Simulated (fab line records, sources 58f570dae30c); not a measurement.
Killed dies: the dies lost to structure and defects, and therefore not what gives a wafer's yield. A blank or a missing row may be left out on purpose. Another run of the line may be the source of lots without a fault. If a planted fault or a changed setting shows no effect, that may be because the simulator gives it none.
Matching of chambers :: flow berkeley_cmos170 :: 4 sister chambers for UCB170_M2_ETCH_17 on rie_diel-01
The step etches BARC in N2/H2. 14 wafers are shown with their chamber, then 7 later ones without.

## WAFERS PAIRED WITH THEIR CHAMBERS
wafer: L951.2
chamber: 0
throttle_valve_pct (%): 13.12
drypump_motor_current_A (A): 5.2
oes_product_au (a.u.): 0.926

wafer: L951.5
chamber: 1
throttle_valve_pct (%): 13.71
drypump_motor_current_A (A): 5.5
oes_product_au (a.u.): 0.962

wafer: L951.6
chamber: 2
throttle_valve_pct (%): 13.41
drypump_motor_current_A (A): 5.0
oes_product_au (a.u.): 0.965

wafer: L955.3
chamber: 2
throttle_valve_pct (%): 13.42
drypump_motor_current_A (A): 5.0
oes_product_au (a.u.): 0.978

wafer: L955.5
chamber: 3
throttle_valve_pct (%): 13.17
drypump_motor_current_A (A): 5.0
oes_product_au (a.u.): 1.029

wafer: L955.6
chamber: 0
throttle_valve_pct (%): 13.09
drypump_motor_current_A (A): 5.2
oes_product_au (a.u.): 0.935

wafer: L957.1
chamber: 3
throttle_valve_pct (%): 13.19
drypump_motor_current_A (A): 5.1
oes_product_au (a.u.): 1.035

wafer: L957.5
chamber: 3
throttle_valve_pct (%): 13.18
drypump_motor_current_A (A): 5.0
oes_product_au (a.u.): 1.025

wafer: L957.6
chamber: 0
throttle_valve_pct (%): 13.10
drypump_motor_current_A (A): 5.2
oes_product_au (a.u.): 0.938

wafer: L967.3
chamber: 0
throttle_valve_pct (%): 13.14
drypump_motor_current_A (A): 5.2
oes_product_au (a.u.): 0.929

wafer: L967.4
chamber: 2
throttle_valve_pct (%): 13.41
drypump_motor_current_A (A): 5.0
oes_product_au (a.u.): 0.979

wafer: L967.6
chamber: 1
throttle_valve_pct (%): 13.71
drypump_motor_current_A (A): 5.4
oes_product_au (a.u.): 0.974

wafer: L966.1
chamber: 3
throttle_valve_pct (%): 13.19
drypump_motor_current_A (A): 5.0
oes_product_au (a.u.): 1.038

wafer: L966.3
chamber: 0
throttle_valve_pct (%): 13.10
drypump_motor_current_A (A): 5.2
oes_product_au (a.u.): 0.931

SIGNATURES (means of the wafers above)
reading: throttle_valve_pct
chamber 0: 13.1100
chamber 1: 13.7100
chamber 2: 13.4133
chamber 3: 13.1825
scatter within a chamber: 0.0139

reading: drypump_motor_current_A
chamber 0: 5.200
chamber 1: 5.450
chamber 2: 5.000
chamber 3: 5.025
scatter within a chamber: 0.0354

reading: oes_product_au
chamber 0: 0.93180
chamber 1: 0.96800
chamber 2: 0.97400
chamber 3: 1.03175
scatter within a chamber: 0.00623
Rule: distance of a wafer from a chamber = root of the sum over the readings of ((wafer's reading minus chamber's mean) / reading's scatter) squared. The wafer belongs to the nearest chamber; if the next one is less than 2 further off, it can't be placed. How the scatter is found: for the shown wafers, subtract from each reading the mean of its chamber, square and add these, divide the total by (wafers less chambers), then take the root.

## WAFERS MISSING THEIR CHAMBER
wafer: L966.5
throttle_valve_pct (%): 13.70
drypump_motor_current_A (A): 5.5
oes_product_au (a.u.): 0.974

wafer: L971.3
throttle_valve_pct (%): 13.70
drypump_motor_current_A (A): 5.5
oes_product_au (a.u.): 0.964

wafer: L971.5
throttle_valve_pct (%): 13.11
drypump_motor_current_A (A): 5.2
oes_product_au (a.u.): 0.938

wafer: L971.6
throttle_valve_pct (%): 13.68
drypump_motor_current_A (A): 5.4
oes_product_au (a.u.): 0.979

wafer: L970.2
throttle_valve_pct (%): 13.71
drypump_motor_current_A (A): 5.5
oes_product_au (a.u.): 0.958

wafer: L970.3
throttle_valve_pct (%): 13.18
drypump_motor_current_A (A): 5.1
oes_product_au (a.u.): 1.029

wafer: L970.4
throttle_valve_pct (%): 13.11
drypump_motor_current_A (A): 5.2
oes_product_au (a.u.): 0.920

## EACH ONE'S CHAMBER
wafer: L966.5
from the rows above: 1
in truth: 1

wafer: L971.3
from the rows above: 1
in truth: 1

wafer: L971.5
from the rows above: 0
in truth: 0

wafer: L971.6
from the rows above: 1
in truth: 1

wafer: L970.2
from the rows above: 1
in truth: 1

wafer: L970.3
from the rows above: 3
in truth: 3

wafer: L970.4
from the rows above: 0
in truth: 0
Placed correctly: 7 of 7. Left unplaced by these rows: 0. Wrongly placed: 0.
